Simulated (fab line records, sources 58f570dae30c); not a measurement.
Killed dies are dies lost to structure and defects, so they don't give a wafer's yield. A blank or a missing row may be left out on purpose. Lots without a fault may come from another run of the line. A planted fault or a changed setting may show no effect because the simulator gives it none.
Problem report in the 8D (eight disciplines) form, filled by code | flow berkeley_cmos170 | the parts of the form that need people (team, actions taken, sign-off) are left out

1. THE PROBLEM
rf_fwd_power_W at UCB170_GATE_ETCH_15 reads a mean of 345.8 W on 6 wafers of 2 lots; wafers without a fault read 297.5 W with a standard deviation of 1. That is +48 standard deviations from the usual mean.
The step: etches poly-Si in HBr/Cl2, stops on SiO2, time 56.3 s, target depth 278.2 nm.
First seen on wafer L347.1, day 9 22:12, on rie_si-01. The record holds 42 wafers of 14 lots with a number at this step. Rule for "out", or "out of limits": more than 4 standard deviations from the usual mean. The other wafers with a number count as sound.

2. WHAT IT IS AND WHAT IT IS NOT
question                    | is                     | is not
which readings at this step | rf_fwd_power_W         | drypump_motor_current_A, oes_product_au, throttle_valve_pct
which lots                  | L345, L347             | L332, L333, L334, L335, L336, L337, L338, L339, L350, L352, L354, L355
which wafers of those lots  | all that have a number | -
read on which tools         | rie_si-01              | rie_si-02
when                        | from day 9 22:12       | up to then (24 sound wafers); but 12 sound wafers of L350, L352, L354, L355 came after

3. SUSPECTS, AND WHAT RULES EACH OUT
Counting: a tool at a process step up to the reading stays a suspect if it ran every lot that is out and no sound lot after the first of them.
- rie_si-01 at UCB170_GATE_ETCH_15 (etches poly-Si in HBr/Cl2, stops on SiO2, time 56.3 s, target depth 278.2 nm): kept. It ran every lot that is out, first L347 (day 9 22:12), and no sound lot after that; its last sound lot up to then is L339 (day 8 13:17). Its own readings are out on those wafers: rf_fwd_power_W.
Left after counting: rie_si-01 at UCB170_GATE_ETCH_15.

4. THE CAUSE (what the simulator had put in)
Process parameter drift: rie_si-01, from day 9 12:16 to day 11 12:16, at UCB170_GATE_ETCH_15. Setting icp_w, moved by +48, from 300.
Counting left only this tool.

5. THE CHAIN OF EFFECTS, in route order
Each row: a reading whose mean over the struck wafers that have a number lies more than 3 standard deviations from the usual. Only readings for which the record gives a usual standard deviation are gone through. hours: the time from each lot's start at the first step in this table that gives one to its start at this step, as a median over the lots. sigmas: the change in usual standard deviations.
hours | step                | reading        | usual   | on struck wafers | change | sigmas
0     | UCB170_GATE_ETCH_15 | rf_fwd_power_W | 297.5 W | 345.8            | +48.3  | +48
The process steps in it:
- UCB170_GATE_ETCH_15: etches poly-Si in HBr/Cl2, stops on SiO2, time 56.3 s, target depth 278.2 nm.
Later measuring or inspecting steps at which every struck wafer that the step has a row for has a number for every such reading, and none has moved that far: UCB170_PLDD_OVL_MEAS_07, UCB170_M3_THK_MEAS_03.

6. WHAT WOULD HAVE CAUGHT IT SOONER
In this record the first reading out of limits was taken at day 9 22:12, 10 hours after the fault began at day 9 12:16.
